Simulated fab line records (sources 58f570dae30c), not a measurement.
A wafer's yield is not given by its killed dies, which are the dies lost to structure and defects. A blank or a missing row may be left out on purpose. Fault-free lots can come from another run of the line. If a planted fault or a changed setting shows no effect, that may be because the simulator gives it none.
fab line records | flow berkeleyCmos170
record: lots: 15 | wafers: 45 | lastDay: 16
route steps=331 shown CONTACT@233 M1@247 V1@263 V2@293
lots that met no fault: taken from a fault-free run of the same line
startH: hours from the record's opening day to when the first of the lot's shown wafers began | waitH: hours since the lot's step before | " identical to the entry in the row above | L1.1+2: a single row standing in for several wafers | - value missing, or start not given | * or withheld: withheld | < > ~ a bound
route shown NAME@n: a module of which the file shows steps, and the number in the route of the first | usual: mean/standard deviation of fault-free wafers | same: alike in all rows | chamber/n: place in a boat | sites: each site's reading | _std_site: how widely they spread, as a standard deviation | _edge_site: inner sites' mean taken away from outer sites' mean | radiusMm: how far each site lies from the wafer's centre | mask NAME#n: copy n | behind: tool/chamber where the wafer was last shaped | hold: cause of the lot's hold/its duration in hours/its outcome | device: the n, p or np transistor that did not switch | end of line: tests run on the same wafers once the route is complete | a step without rows: its recipe alone | killed: at the first sort, the dies lost to defects and structure; wafer yield is something else | map: the dies of a wafer, with x for killed, . for not killed, _ for no die there
set.NAME: the setting as run; set.NAME@STEP: as run at that earlier step | model.NAME: the simulator's own value behind a step, which no gauge read
a sample of lots followed through the steps of the route, with each step as a table and each wafer as a row
services: the hour from which a tool's chamber was out of use, counted from the record's first day as startH (under 0 if before that day), plus the number of hours and why
== steps ==
step: UCB170_CONTACT_ETCH_17
recipe: chemistry: N2/H2 | targetDepthA: withheld | overetchA: withheld | target: BARC | timeS: withheld | sourceW: 500 | biasW: 100 | pressureMtorr: 30 | n2FlowSccm: 100 | h2FlowSccm: 200
usual: drypumpMotorCurrentA: 5.8/0.47 | h2FlowSccm: 199.9/0.57 | oesProductAu: 0.998/0.017 | throttleValvePct: 13.27/0.13
lot.wafer | tool       | chamber | startH | waitH | drypumpMotorCurrentA | h2FlowSccm | oesProductAu | throttleValvePct
L284.1    | rieDiel-04 | 2       | 174.58 | 0.0   | 5.9                  | 199.9      | 0.993        | 13.36
L284.2    | "          | 0       | "      | "     | 6.7                  | 200.0      | 0.983        | 13.33
L284.4    | "          | 3       | "      | "     | 6.5                  | 199.8      | 0.990        | 12.97
L287.1    | rieDiel-03 | 3       | 193.60 | 0.0   | 5.3                  | 200.0      | 0.997        | 13.37
L287.5    | "          | 2       | "      | "     | 5.6                  | 199.1      | 0.993        | 13.31
L287.6    | "          | 3       | "      | "     | 5.3                  | 199.4      | 0.994        | 13.37
L289.1    | rieDiel-04 | 2       | 204.02 | 0.0   | 5.9                  | 199.8      | 0.978        | 13.36
L289.3    | "          | 1       | "      | "     | 5.1                  | 200.7      | 0.993        | 13.36
L289.5    | "          | 0       | "      | "     | 6.7                  | 200.3      | 0.968        | 13.36
L290.1    | rieDiel-01 | 0       | 210.96 | 0.0   | 5.9                  | 199.6      | 1.032        | 13.15
L290.2    | "          | 1       | "      | "     | 5.4                  | 199.6      | 0.987        | 13.39
L290.5    | "          | 3       | "      | "     | 5.8                  | 198.7      | 1.002        | 13.22
L291.2    | rieDiel-03 | 0       | 211.23 | 0.0   | 5.8                  | 199.0      | 1.006        | 13.11
L291.3    | "          | 1       | "      | "     | 5.7                  | 199.6      | 1.003        | 13.50
L291.4    | "          | 3       | "      | "     | 5.3                  | 199.3      | 0.986        | 13.37
L292.3    | rieDiel-03 | 1       | 216.87 | 0.0   | 5.7                  | 200.2      | 0.997        | 13.52
L292.4    | "          | 3       | "      | "     | 5.3                  | 199.8      | 1.000        | 13.38
L292.6    | "          | 0       | "      | "     | 5.8                  | 200.3      | 1.003        | 13.10
L293.2    | rieDiel-04 | 3       | 217.12 | 0.0   | 6.6                  | 199.0      | 0.974        | 12.97
L293.5    | "          | 2       | "      | "     | 5.9                  | 200.7      | 0.990        | 13.37
L293.6    | "          | 3       | "      | "     | 6.5                  | 199.9      | 0.971        | 12.97
L294.1    | rieDiel-01 | 1       | 232.76 | 0.0   | 5.4                  | 199.7      | 0.990        | 13.38
L294.2    | "          | 3       | "      | "     | 5.8                  | 199.8      | 1.009        | 13.21
L294.6    | "          | 1       | "      | "     | 5.4                  | 200.2      | 1.004        | 13.40
L295.3    | rieDiel-01 | 0       | 234.66 | 0.0   | 5.9                  | 200.3      | 1.038        | 13.15
L295.4    | "          | 2       | "      | "     | 5.5                  | 200.6      | 1.019        | 13.27
L295.5    | "          | 0       | "      | "     | 5.9                  | 199.7      | 1.029        | 13.14
L299.2    | rieDiel-03 | 0       | 240.77 | 0.0   | 5.8                  | 200.1      | 1.014        | 13.09
L299.3    | "          | 3       | "      | "     | 5.3                  | 200.3      | 0.989        | 13.38
L299.4    | "          | 2       | "      | "     | 5.6                  | 200.1      | 0.995        | 13.32
L298.2    | rieDiel-04 | 0       | 241.60 | 0.0   | 6.8                  | 200.3      | 0.979        | 13.35
L298.4    | "          | 2       | "      | "     | 5.9                  | 199.8      | 0.996        | 13.36
L298.6    | "          | 1       | "      | "     | 5.2                  | 199.2      | 0.994        | 13.34
L297.1    | rieDiel-04 | 2       | 243.11 | 0.0   | 5.9                  | 200.0      | 0.989        | 13.36
L297.2    | "          | 3       | "      | "     | 6.5                  | 200.3      | 0.982        | 12.97
L297.4    | "          | 1       | "      | "     | 5.2                  | 198.9      | 1.005        | 13.34
L301.1    | rieDiel-03 | 0       | 271.27 | 0.0   | 5.8                  | 199.3      | 1.011        | 13.10
L301.3    | "          | 3       | "      | "     | 5.3                  | 200.0      | 0.998        | 13.38
L301.5    | "          | 3       | "      | "     | 5.3                  | 200.3      | 0.997        | 13.38
L303.1    | rieDiel-04 | 1       | 271.54 | 0.0   | 5.2                  | 199.4      | 1.005        | 13.34
L303.2    | "          | 3       | "      | "     | 6.6                  | 200.0      | 0.979        | 12.96
L303.6    | "          | 2       | "      | "     | 5.9                  | 198.9      | 0.987        | 13.36
L307.1    | rieDiel-01 | 0       | 296.63 | 0.0   | 5.9                  | 200.6      | 1.035        | 13.15
L307.3    | "          | 3       | "      | "     | 5.8                  | 199.5      | 1.006        | 13.22
L307.5    | "          | 3       | "      | "     | 5.8                  | 199.4      | 0.997        | 13.22
step: UCB170_M1_CD_MEAS_09
recipe: targetCdNm: 700
usual: cdNm: 699.4/1.2
lot.wafer | tool     | chamber | startH | waitH | cdNm
L284.1    | cdSem-02 | -       | 176.93 | -     | 701.1
L284.2    | "        | -       | "      | "     | 699.8
L284.4    | "        | -       | "      | "     | 699.2
L287.1    | cdSem-02 | -       | 196.48 | -     | 699.8
L287.5    | "        | -       | "      | "     | 699.0
L287.6    | "        | -       | "      | "     | 700.2
L289.1    | cdSem-02 | -       | 206.31 | -     | 698.9
L289.3    | "        | -       | "      | "     | 699.4
L289.5    | "        | -       | "      | "     | 698.0
L290.1    | cdSem-01 | -       | 212.73 | -     | 699.4
L290.2    | "        | -       | "      | "     | 698.6
L290.5    | "        | -       | "      | "     | 701.4
L291.2    | cdSem-02 | -       | 213.03 | -     | 699.0
L291.3    | "        | -       | "      | "     | 697.8
L291.4    | "        | -       | "      | "     | 699.8
L292.3    | cdSem-02 | -       | 219.35 | -     | 701.2
L292.4    | "        | -       | "      | "     | 701.6
L292.6    | "        | -       | "      | "     | 700.8
L293.2    | cdSem-01 | -       | 219.60 | -     | 700.5
L293.5    | "        | -       | "      | "     | 698.1
L293.6    | "        | -       | "      | "     | 699.4
L294.1    | cdSem-02 | -       | 235.23 | -     | 701.6
L294.2    | "        | -       | "      | "     | 701.2
L294.6    | "        | -       | "      | "     | 700.9
L295.3    | cdSem-01 | -       | 236.64 | -     | 699.8
L295.4    | "        | -       | "      | "     | 699.6
L295.5    | "        | -       | "      | "     | 699.5
L299.2    | cdSem-01 | -       | 243.10 | -     | 698.1
L299.3    | "        | -       | "      | "     | 699.0
L299.4    | "        | -       | "      | "     | 699.4
L298.2    | cdSem-01 | -       | 243.88 | -     | 699.1
L298.4    | "        | -       | "      | "     | 699.1
L298.6    | "        | -       | "      | "     | 699.3
L297.1    | cdSem-02 | -       | 244.76 | -     | 699.9
L297.2    | "        | -       | "      | "     | 699.9
L297.4    | "        | -       | "      | "     | 699.5
L301.1    | cdSem-01 | -       | 273.36 | -     | 697.2
L301.3    | "        | -       | "      | "     | 697.2
L301.5    | "        | -       | "      | "     | 697.1
L303.1    | cdSem-01 | -       | 273.66 | -     | 701.2
L303.2    | "        | -       | "      | "     | 699.4
L303.6    | "        | -       | "      | "     | 700.5
L307.1    | cdSem-01 | -       | 298.59 | -     | 699.6
L307.3    | "        | -       | "      | "     | 699.0
L307.5    | "        | -       | "      | "     | 698.5
step: UCB170_V1_EXPOSE_09
recipe: maskId: VIA1 | targetCdNm: 700 | na: 0.5 | sigmaOuter: 0.6 | sourceShape: conventional | doseMj: 37.8
lot.wafer  | tool          | chamber | startH | waitH | mask
L284.1+2+4 | krfScanner-01 | 0       | 181.41 | 0.1   | VIA1#0
L287.1+5+6 | krfScanner-01 | 0       | 200.94 | 0.2   | VIA1#0
L289.1+3+5 | krfScanner-01 | 0       | 211.34 | 0.2   | VIA1#0
L290.1+2+5 | krfScanner-01 | 0       | 215.98 | 0.1   | VIA1#0
L291.2+3+4 | krfScanner-01 | 0       | 217.33 | 0.1   | VIA1#0
L292.3+4+6 | krfScanner-02 | 0       | 224.53 | 0.3   | VIA1#0
L293.2+5+6 | krfScanner-02 | 0       | 225.23 | -     | VIA1#0
L294.1+2+6 | krfScanner-02 | 0       | 239.25 | 0.1   | VIA1#0
L295.3+4+5 | krfScanner-01 | 0       | 240.65 | 0.2   | VIA1#0
L299.2+3+4 | krfScanner-01 | 0       | 246.77 | 0.1   | VIA1#0
L298.2+4+6 | krfScanner-02 | 0       | 248.25 | 0.2   | VIA1#0
L297.1+2+4 | krfScanner-02 | 0       | 249.65 | 0.5   | VIA1#0
L301.1+3+5 | krfScanner-02 | 0       | 363.97 | -     | VIA1#0
L303.1+2+6 | krfScanner-01 | 0       | 364.62 | -     | VIA1#0
L307.1+3+5 | krfScanner-01 | 0       | 364.73 | -     | VIA1#0
step: UCB170_V1_OVL_MEAS_13
usual: V1_OVL: -5/5.1
lot.wafer | tool       | chamber | startH | waitH | V1_OVL[nm]
L284.1    | overlay-01 | -       | 182.42 | 0.1   | -3
L284.2    | "          | -       | "      | "     | -7
L284.4    | "          | -       | "      | "     | -10
L287.1    | overlay-01 | -       | 201.68 | 0.1   | 6
L287.5    | "          | -       | "      | "     | -4
L287.6    | "          | -       | "      | "     | -4
L289.1    | overlay-01 | -       | 211.85 | 0.1   | 0
L289.3    | "          | -       | "      | "     | -12
L289.5    | "          | -       | "      | "     | -17
L290.1    | overlay-01 | -       | 216.66 | 0.1   | -4
L290.2    | "          | -       | "      | "     | -2
L290.5    | "          | -       | "      | "     | 1
L291.2    | overlay-02 | -       | 218.10 | 0.1   | -6
L291.3    | "          | -       | "      | "     | -7
L291.4    | "          | -       | "      | "     | -6
L292.3    | overlay-01 | -       | 225.89 | 0.1   | -12
L292.4    | "          | -       | "      | "     | -8
L292.6    | "          | -       | "      | "     | -12
L293.2    | overlay-01 | -       | 226.71 | 0.1   | -6
L293.5    | "          | -       | "      | "     | -15
L293.6    | "          | -       | "      | "     | -11
L294.1    | overlay-01 | -       | 239.76 | 0.1   | -2
L294.2    | "          | -       | "      | "     | 4
L294.6    | "          | -       | "      | "     | 0
L295.3    | overlay-02 | -       | 241.38 | 0.1   | -7
L295.4    | "          | -       | "      | "     | -8
L295.5    | "          | -       | "      | "     | -10
L299.2    | overlay-02 | -       | 247.43 | 0.1   | -4
L299.3    | "          | -       | "      | "     | -1
L299.4    | "          | -       | "      | "     | -7
L298.2    | overlay-01 | -       | 248.75 | 0.1   | 163
L298.4    | "          | -       | "      | "     | 170
L298.6    | "          | -       | "      | "     | 166
L297.1    | overlay-02 | -       | 250.48 | 0.1   | 164
L297.2    | "          | -       | "      | "     | 157
L297.4    | "          | -       | "      | "     | 162
L301.1    | overlay-01 | -       | 365.90 | 0.1   | 158
L301.3    | "          | -       | "      | "     | 169
L301.5    | "          | -       | "      | "     | 165
L303.1    | overlay-02 | -       | 366.81 | 0.1   | -13
L303.2    | "          | -       | "      | "     | -3
L303.6    | "          | -       | "      | "     | 0
L307.1    | overlay-01 | -       | 366.93 | 0.1   | -11
L307.3    | "          | -       | "      | "     | -1
L307.5    | "          | -       | "      | "     | -1
step: UCB170_V2_THK_MEAS_01
recipe: reads: SiO2_of_V2_CVD_00
usual: V2_TEOS_THK: 2000/27
lot.wafer | tool         | chamber | startH | waitH | V2_TEOS_THK[nm]
L284.1    | filmMetro-02 | -       | 186.22 | 0.1   | 1970
L284.2    | "            | -       | "      | "     | 1979
L284.4    | "            | -       | "      | "     | 2015
L287.1    | filmMetro-02 | -       | 205.35 | 0.1   | 2020
L287.5    | "            | -       | "      | "     | 2033
L287.6    | "            | -       | "      | "     | 2051
L289.1    | filmMetro-03 | -       | 215.16 | 0.1   | 1973
L289.3    | "            | -       | "      | "     | 2001
L289.5    | "            | -       | "      | "     | 2017
L290.1    | filmMetro-03 | -       | 220.62 | 0.1   | 2031
L290.2    | "            | -       | "      | "     | 2020
L290.5    | "            | -       | "      | "     | 2070
L291.2    | filmMetro-03 | -       | 222.19 | 0.1   | 1995
L291.3    | "            | -       | "      | "     | 1983
L291.4    | "            | -       | "      | "     | 2008
L292.3    | filmMetro-02 | -       | 230.11 | 0.1   | 1983
L292.4    | "            | -       | "      | "     | 1993
L292.6    | "            | -       | "      | "     | 2004
L293.2    | filmMetro-02 | -       | 230.82 | 0.1   | 1980
L293.5    | "            | -       | "      | "     | 2030
L293.6    | "            | -       | "      | "     | 2000
L294.1    | filmMetro-02 | -       | 242.99 | 0.1   | 1986
L294.2    | "            | -       | "      | "     | 1980
L294.6    | "            | -       | "      | "     | 1975
L295.3    | filmMetro-02 | -       | 245.06 | 0.2   | 1986
L295.4    | "            | -       | "      | "     | 2005
L295.5    | "            | -       | "      | "     | 1996
L299.2    | filmMetro-04 | -       | 252.46 | 0.1   | 1986
L299.3    | "            | -       | "      | "     | 1984
L299.4    | "            | -       | "      | "     | 2006
L298.2    | filmMetro-03 | -       | 253.46 | 0.1   | 1991
L298.4    | "            | -       | "      | "     | 2042
L298.6    | "            | -       | "      | "     | 2015
L297.1    | filmMetro-04 | -       | 255.44 | 0.1   | 1988
L297.2    | "            | -       | "      | "     | 1996
L297.4    | "            | -       | "      | "     | 2035
L301.1    | filmMetro-02 | -       | 373.24 | 0.1   | 2010
L301.3    | "            | -       | "      | "     | 1959
L301.5    | "            | -       | "      | "     | 2053
L303.1    | filmMetro-04 | -       | 376.21 | 0.1   | 2010
L303.2    | "            | -       | "      | "     | 1984
L303.6    | "            | -       | "      | "     | 2011
L307.1    | filmMetro-04 | -       | 376.74 | 0.1   | 1934
L307.3    | "            | -       | "      | "     | 1958
L307.5    | "            | -       | "      | "     | 1963
== services ==
tool          | chamber | startH | hours | kind
krfScanner-01 | -       | 155.77 | 24.2  | repair
rieDiel-01    | -       | 158.96 | 0.2   | repair
rieDiel-03    | 3       | 171.46 | 1.4   | repair
krfScanner-02 | -       | 179.97 | 11.6  | pm
krfScanner-02 | -       | 222.98 | 1.0   | pm
rieDiel-01    | -       | 223.24 | 0.7   | repair
krfScanner-01 | -       | 225.10 | 1.3   | pm
krfScanner-01 | -       | 261.62 | 1.0   | pm
krfScanner-02 | -       | 282.33 | 1.3   | pm
krfScanner-02 | -       | 284.34 | 0.7   | repair
rieDiel-04    | -       | 286.11 | 28.1  | pm
krfScanner-01 | -       | 294.83 | 1.5   | repair
krfScanner-02 | -       | 303.49 | 0.8   | pm
krfScanner-01 | -       | 310.98 | 2.2   | repair
rieDiel-03    | 2       | 318.98 | 11.3  | repair
krfScanner-02 | -       | 319.87 | 1.2   | repair
rieDiel-03    | 3       | 325.74 | 10.4  | repair
krfScanner-02 | -       | 328.60 | 0.1   | repair
krfScanner-01 | -       | 346.54 | 4.0   | pm
rieDiel-04    | 3       | 352.90 | 3.2   | repair
krfScanner-01 | -       | 355.07 | 0.2   | repair
rieDiel-03    | -       | 358.16 | 2.8   | pm
krfScanner-02 | -       | 358.36 | 3.6   | pm
rieDiel-03    | 0       | 361.74 | 2.7   | repair
== key ==
firstSign: step: UCB170_V1_OVL_MEAS_13 | reading: V1_OVL | direction: up | sigmas: 33 | usual: -5 | struck: 164
effect none on later readings
metAt UCB170_V1_EXPOSE_09
struckLots L297,L298,L301
notActingAt UCB170_CONTACT_ETCH_17,UCB170_M1_CD_MEAS_09,UCB170_V2_THK_MEAS_01
onsetBetween 239.25 248.25
fault: kind: scannerMatchingOverlay | tool: krfScanner-02 | chamber: - | onsetH: 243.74 | steps: UCB170_V1_EXPOSE_09 | offset: 167.76
